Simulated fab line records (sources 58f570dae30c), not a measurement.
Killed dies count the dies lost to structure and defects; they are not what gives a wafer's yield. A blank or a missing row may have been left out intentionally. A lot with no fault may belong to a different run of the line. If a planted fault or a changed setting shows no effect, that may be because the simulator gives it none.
8D (eight disciplines) problem report, filled in by code || flow berkeley_cmos170 || the parts of the form that need people (team, actions taken, sign-off) are left out

1. WHAT IS WRONG
bias_w at UCB170_M2_METAL_ETCH_18 reads a mean of 186.1 W on 3 wafers of 1 lot; wafers without a fault read 120.0 W with a standard deviation of 0.34. So: +99 or more standard deviations from the usual mean.
The step: etches Al in Cl2/BCl3, stops on SiO2, target depth 1170 nm, time 195 s.
Earliest sighting: wafer L195.1 on rie_metal-03 at day 11 15:14. The record has a number at this step for 39 wafers belonging to 13 lots. The rule behind "out" and "out of limits": a value lying over 4 standard deviations away from the usual mean. All remaining wafers that have a number are taken as sound.

2. WHAT IT IS, AND WHAT IT ISN'T
{"question": "which readings at this step", "is": "bias_w", "is not": "drypump_motor_current_A, oes_product_au, throttle_valve_pct"}
{"question": "which lots", "is": "L195", "is not": "L183, L185, L186, L187, L189, L190, L192, L198, L199, L200, L202, L206"}
{"question": "which wafers of those lots", "is": "all that have a number", "is not": "-"}
{"question": "read on which tools", "is": "rie_metal-03", "is not": "rie_metal-01, rie_metal-04"}
{"question": "when", "is": "from day 11 15:14", "is not": "up to then (18 sound wafers); but 18 sound wafers of L192, L198, L199, L200, L202, L206 came after"}

3. THE SUSPECTS, EACH WITH WHAT RULES IT OUT
Counting: a tool at a process step up to the reading stays a suspect if it ran every lot that is out and no sound lot after the first of them.
- rie_metal-03 at UCB170_M2_METAL_ETCH_18 (etches Al in Cl2/BCl3, stops on SiO2, target depth 1170 nm, time 195 s): kept. It ran the lot that is out, L195 (day 11 15:14), and no sound lot after that; its last sound lot up to then is L189 (day 11 03:18). Out on those wafers are its own readings of bias_w.
After counting, what remains is rie_metal-03 at UCB170_M2_METAL_ETCH_18.

4. THE CAUSE (what the simulator had put in)
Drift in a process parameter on rie_metal-03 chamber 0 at UCB170_M2_METAL_ETCH_18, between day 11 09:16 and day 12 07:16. A move of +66 in setting bias_w, from 120. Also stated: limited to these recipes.
Counting left only this tool.

5. SEQUENCE OF EFFECTS, ordered by route
Each row: a reading where the mean over the struck wafers with a number is more than 3 standard deviations away from the usual. Only readings for which the record gives a usual standard deviation are gone through. hours: the time from each lot's start at the first step in this table that gives one to its start at this step, as a median over the lots. sigmas: the change in usual standard deviations.
{"hours": 0, "step": "UCB170_M2_METAL_ETCH_18", "reading": "bias_w", "usual": "120.0 W", "on struck wafers": 186.1, "change": "+66.1", "sigmas": "+99 or more"}
{"hours": 0, "step": "UCB170_M2_STRIP_19", "reading": "oes_product_au", "usual": "0.546 a.u.", "on struck wafers": 0.438, "change": -0.108, "sigmas": -9.8}
It contains these process steps:
- UCB170_M2_METAL_ETCH_18: etches Al in Cl2/BCl3, stops on SiO2, target depth 1170 nm, time 195 s.
- UCB170_M2_STRIP_19: strips in O2.

6. WHAT WOULD HAVE CAUGHT IT SOONER
In this record no reading fell out of limits until day 11 15:14, 6 hours after the fault had begun at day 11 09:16.
